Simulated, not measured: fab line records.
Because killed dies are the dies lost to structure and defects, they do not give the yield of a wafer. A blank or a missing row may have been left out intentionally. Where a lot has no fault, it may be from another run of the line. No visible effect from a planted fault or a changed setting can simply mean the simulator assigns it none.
What tool caused it?    flow rit-cmos    14 lots, 42 wafers sampled, at 1 step of a route of 202

== WHAT EACH GAUGE READ, for each wafer ==
No reading from a measuring or inspecting step in the record can be judged against a usual standard deviation.

== WHICH TOOL RAN EACH LOT (tool, then ch and the chambers of the sampled wafers, then the start) ==
lot   RIT_GATE_DEVELOP_15
L691  litho-track-04 ch 0, day 2 13:00
L692  litho-track-02 ch 0, day 2 18:00
L693  litho-track-01 ch 0, day 3 04:00
L694  litho-track-04 ch 0, day 3 07:00
L695  litho-track-02 ch 0, day 3 15:00
L699  litho-track-02 ch 0, day 4 11:00
L700  litho-track-04 ch 0, day 4 16:00
L702  litho-track-02 ch 0, day 5 03:00
L703  litho-track-04 ch 0, day 5 05:00
L704  litho-track-01 ch 0, day 5 10:00
L705  litho-track-02 ch 0, day 6 00:00
L706  litho-track-01 ch 0, day 6 00:00
L708  litho-track-01 ch 0, day 6 20:00
L711  litho-track-01 ch 0, day 7 12:00
- RIT_GATE_DEVELOP_15: develop time 50 s.

== WHAT THE TOOLS THEMSELVES READ (means of the sampled wafers that have a number; where no wafer has one, the mark that the record gives instead) ==
RIT_GATE_DEVELOP_15. Usual: developer-temp-C reads 23.00 C (standard deviation 0.095).
lot   tool            developer-temp-C (C)  flag
L691  litho-track-04  23.00                 
L692  litho-track-02  22.97                 
L693  litho-track-01  23.09                 
L694  litho-track-04  22.92                 
L695  litho-track-02  22.98                 
L699  litho-track-02  23.07                 
L700  litho-track-04  22.99                 
L702  litho-track-02  22.89                 
L703  litho-track-04  23.02                 
L704  litho-track-01  23.15                 
L705  litho-track-02  22.99                 
L706  litho-track-01  23.11                 
L708  litho-track-01  23.65                 OFF
L711  litho-track-01  23.71                 OFF

== THE ANSWER, worked out from the rows above alone ==
Rule: a lot is off if the mean of its wafers that have a number lies more than 3 standard deviations from the usual mean. A lot without any number at a reading at which 4 lots or more have one is off too. The other lots that the step has rows for count as sound. After the gauges, taken in route order, come the tools' own readings; for these a lot's mean is taken, as printed above. At the first step where some lot is off, the reading lying furthest off is the one used; lots without a number count as furthest.
Off: L708, L711, at RIT_GATE_DEVELOP_15 (developer-temp-C).
A tool fits if, at that step or a process step before it, it ran every lot that is off, and no sound lot after the first of them. One candidate fits, namely litho-track-01 at RIT_GATE_DEVELOP_15. Its last sound lot is L706 (day 6 00:00), its first lot that is off L708 (day 6 20:00): a fault that began between those two fits.
The tool's own readings at RIT_GATE_DEVELOP_15 bear it out: on the lots that are off they differ by more than 5 times the standard deviation of the sound lots' means. developer-temp-C reads 23.68 C there against 23.02 C on the sound lots.

== WHAT WAS PUT IN BY THE SIMULATOR ==
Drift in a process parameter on litho-track-01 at RIT_GATE_DEVELOP_15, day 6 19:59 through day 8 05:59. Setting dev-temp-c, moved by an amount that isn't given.
Lots struck among those shown: L708, L711. This agrees with what the rule above found.
